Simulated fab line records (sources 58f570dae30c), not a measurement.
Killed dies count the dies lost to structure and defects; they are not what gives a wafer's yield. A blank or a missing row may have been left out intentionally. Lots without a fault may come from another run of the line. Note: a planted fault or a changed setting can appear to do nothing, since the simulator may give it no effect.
Problem report, 8D (eight disciplines) form, completed by code -- flow berkeley-cmos170 -- the parts of the form that need people (team, actions taken, sign-off) are left out

## 1. WHAT WENT WRONG
M2_AL_RS at UCB170_M2_RS_MEAS_02 reads a mean of 0.0307 ohm/sq on 1 wafer of 1 lot; wafers without a fault read 0.0323 ohm/sq with a standard deviation of 0.00038. Measured from the usual mean, that is -4.2 standard deviations.
The step: measures by four-point-probe.
Seen first at day 9 14:59 on film-metro-04, wafer L189.4. Wafers with a number at this step in the record: 39, from 13 lots. Rule for "out", or "out of limits": more than 4 standard deviations from the usual mean. Any other wafer with a number is counted as sound.

## 2. WHAT IT IS, WHAT IT ISN'T
question,is,is not
which readings at this step,M2_AL_RS,-
which lots,L189,"L177, L178, L179, L180, L181, L182, L190, L192, L193, L195, L197, L199"
which wafers of those lots,L189.4,"L189.1, L189.6"
read on which gauges,film-metro-04,"film-metro-01, film-metro-02"
when,from day 9 14:59,"up to then (20 sound wafers); but 18 sound wafers of L190, L192, L193, L195, L197, L199 came after"

## 3. WHAT RULES OUT EACH SUSPECT
Counting: a tool at a process step up to the reading stays a suspect if it ran every lot that is out. Sound lots after the first of them don't rule it out here, since some wafers of a struck lot are sound.
- the gauge at UCB170_M2_RS_MEAS_02: kept. All the wafers that are out were read on film-metro-04, and no step on other tools shows them out.
- pvd-sputter-02 at UCB170_M2_SPUTTER_01 (material Al, target thk 900 nm, time 120 s): kept. It ran the lot that is out, L189 (day 9 14:55); its last sound lot up to then is L181 (day 8 15:28).
The count leaves film-metro-04 at UCB170_M2_RS_MEAS_02 and pvd-sputter-02 at UCB170_M2_SPUTTER_01.

## 4. THE CAUSE (what the simulator had put in)
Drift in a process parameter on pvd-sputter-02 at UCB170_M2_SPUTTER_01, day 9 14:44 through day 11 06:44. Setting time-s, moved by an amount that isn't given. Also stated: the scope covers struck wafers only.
2 suspects survive the count, and this tool is in that group.

## 5. SEQUENCE OF EFFECTS, ordered by route
Each row: a reading where the mean over the struck wafers with a number is more than 3 standard deviations away from the usual. Readings are gone through only where the record gives a usual standard deviation; hours: the median, over the lots, of the time from a lot's start at the first step in this table giving one to that lot's start at this step; sigmas: the change measured in usual standard deviations.
hours,step,reading,usual,on struck wafers,change,sigmas
0,UCB170_M2_RS_MEAS_02,M2_AL_RS,0.0323 ohm/sq,0.0307,-0.0016,-4.2
0,UCB170_M2_THK_MEAS_03,M2_AL_THK,898 nm,951,+53,+4.4
At these later measuring or inspecting steps, every struck wafer for which the step has a row has a number for every such reading, and none has moved that far: UCB170_M3_CD_MEAS_90.

## 6. WHAT WOULD HAVE CAUGHT IT SOONER
Counted from the fault's start at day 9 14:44, it took 0 hours until the first out-of-limits reading at a measuring or inspecting step in this record, taken at day 9 14:59.
No tool reading at UCB170_M2_SPUTTER_01 that has a usual standard deviation in the record was out on any struck wafer, so an alarm limit of 4 standard deviations on those readings would not have fired.
By day 9 14:59 the whole set of lots that are out, 1 in number, had already begun UCB170_M2_SPUTTER_01 on pvd-sputter-02. Holding the tool at that point would not have protected any of them.
